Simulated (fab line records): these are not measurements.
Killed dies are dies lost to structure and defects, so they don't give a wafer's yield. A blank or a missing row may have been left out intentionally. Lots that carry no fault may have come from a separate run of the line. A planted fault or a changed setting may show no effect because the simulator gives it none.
Which of the tools did it? + flow rit cmos + 14 lots, 42 wafers sampled, at 3 steps of a route of 202

== WHAT THE GAUGES SHOWED, per wafer ==
RIT_NSD_TW_MEAS_10.
| lot  | measured    | on            | NSD_TW         |
|------|-------------|---------------|----------------|
| L687 | day 3 05:17 | film metro-01 | 3118 3121 3129 |
| L688 | day 3 10:38 | film metro-04 | 3144 3129 3153 |
| L690 | day 3 20:11 | film metro-04 | 3145 3158 3138 |
| L689 | day 3 20:46 | film metro-02 | 3130 3103 3110 |
| L691 | day 4 00:08 | film metro-01 | 3132 3116 3116 |
| L693 | day 4 08:12 | film metro-02 | 3103 3112 3100 |
| L692 | day 4 10:19 | film metro-01 | 3119 3116 3107 |
| L694 | day 4 13:40 | film metro-02 | 3112 3108 3122 |
| L695 | day 4 17:12 | film metro-02 | 3097 3116 3087 |
| L698 | day 5 12:15 | film metro-02 | 3079 3076 3080 |
| L701 | day 5 23:33 | film metro-04 | 3195 3207 3214 |
| L702 | day 6 03:04 | film metro-04 | 3194 3187 3191 |
| L703 | day 6 08:10 | film metro-04 | 3229 3202 3206 |
| L710 | day 7 19:40 | film metro-04 | 3138 3147 3132 |

RIT_SDANNEAL_RS_MEAS_05: uses a four-point probe to measure.
| lot  | measured    | on            | NSD_RS (ohm/sq)   |
|------|-------------|---------------|-------------------|
| L687 | day 3 07:20 | film metro-04 | 85.00 85.22 84.94 |
| L688 | day 3 12:54 | film metro-01 | 84.76 84.37 84.64 |
| L690 | day 3 22:25 | film metro-02 | 85.04 84.78 84.46 |
| L689 | day 3 22:58 | film metro-04 | 84.39 84.29 84.62 |
| L691 | day 4 02:22 | film metro-01 | 84.31 84.09 84.64 |
| L693 | day 4 10:55 | film metro-02 | 84.57 84.89 85.04 |
| L692 | day 4 12:42 | film metro-04 | 84.85 84.80 84.58 |
| L694 | day 4 16:15 | film metro-02 | 84.85 84.61 84.43 |
| L695 | day 4 19:17 | film metro-02 | 84.86 84.85 84.74 |
| L698 | day 5 14:47 | film metro-04 | 84.02 84.26 84.34 |
| L701 | day 6 01:44 | film metro-01 | 83.46 83.46 83.29 |
| L702 | day 6 05:16 | film metro-02 | 84.02 83.74 83.92 |
| L703 | day 6 10:34 | film metro-04 | 83.68 83.39 83.44 |
| L710 | day 7 22:30 | film metro-02 | 84.20 84.63 84.91 |

== WHICH TOOL RAN EACH LOT (tool, then ch and the chambers of the sampled wafers, then the start) ==
| lot  | RIT_NSD_IMPLANT_08             |
|------|--------------------------------|
| L687 | implanter-01 ch 0, day 3 05:00 |
| L688 | implanter-03 ch 0, day 3 10:19 |
| L690 | implanter-03 ch 0, day 3 19:53 |
| L689 | implanter-03 ch 0, day 3 20:27 |
| L691 | implanter-01 ch 0, day 3 23:50 |
| L693 | implanter-01 ch 0, day 4 07:53 |
| L692 | implanter-01 ch 0, day 4 10:00 |
| L694 | implanter-01 ch 0, day 4 13:22 |
| L695 | implanter-01 ch 0, day 4 16:53 |
| L698 | implanter-01 ch 0, day 5 11:55 |
| L701 | implanter-01 ch 0, day 5 23:14 |
| L702 | implanter-01 ch 0, day 6 02:46 |
| L703 | implanter-01 ch 0, day 6 07:52 |
| L710 | implanter-02 ch 0, day 7 19:21 |
- RIT_NSD_IMPLANT_08

== AS READ BY THE TOOLS THEMSELVES (means over the sampled wafers that have a number; for cases with no such wafer, the mark the record gives instead) ==
RIT_NSD_IMPLANT_08.
| lot  | tool         | beam energy keV |
|------|--------------|-----------------|
| L687 | implanter-01 | 25.001          |
| L688 | implanter-03 | 24.998          |
| L690 | implanter-03 | 25.005          |
| L689 | implanter-03 | 24.986          |
| L691 | implanter-01 | 25.005          |
| L693 | implanter-01 | 24.996          |
| L692 | implanter-01 | 25.000          |
| L694 | implanter-01 | 24.997          |
| L695 | implanter-01 | 24.991          |
| L698 | implanter-01 | 24.993          |
| L701 | implanter-01 | 26.852          |
| L702 | implanter-01 | 26.856          |
| L703 | implanter-01 | 26.852          |
| L710 | implanter-02 | 24.994          |

== THE ANSWER, worked out from the rows above alone ==
Rule: usual is defined by the lots themselves. The widest of any qualifying gaps counts: lots, ordered by their means at a reading, are off when they make up no more than a third of the lots, leave a main group of 4 or more, and stand apart from it by 3 or more times the standard deviation of that group's means. Not used: any main group whose means are identical at the precision the tables above print for the reading. A lot without any number at a reading at which 4 lots or more have one is off too. The other lots that the step has rows for count as sound. First the gauges in route order, then the tools' own readings, where a lot's mean is used as printed above. The first step at which some lot is off is used, and at that step the reading that is off furthest; a lot without a number counts as furthest.
Off: L701, L702, L703 (RIT_NSD_IMPLANT_08, beam energy keV). Mean 24.997 and standard deviation 0.0055 in the main group.
A tool fits if, at that step or a process step before it, it ran every lot that is off, and no sound lot after the first of them. One fits: RIT_NSD_IMPLANT_08 on implanter-01. Its last sound lot is L698 (day 5 11:55), its first lot that is off L701 (day 5 23:14): a fault that began between those two fits.
The tool's own readings at RIT_NSD_IMPLANT_08 bear it out: on the lots that are off they differ by more than 5 times the standard deviation of the sound lots' means. beam energy keV reads 26.853 there against 24.997 on the sound lots.

== WHAT WAS PUT IN BY THE SIMULATOR ==
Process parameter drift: implanter-01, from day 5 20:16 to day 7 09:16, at RIT_NSD_IMPLANT_08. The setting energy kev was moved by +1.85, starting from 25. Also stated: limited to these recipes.
Struck lots among those shown: L701, L702, L703. The same result came from the rule above.
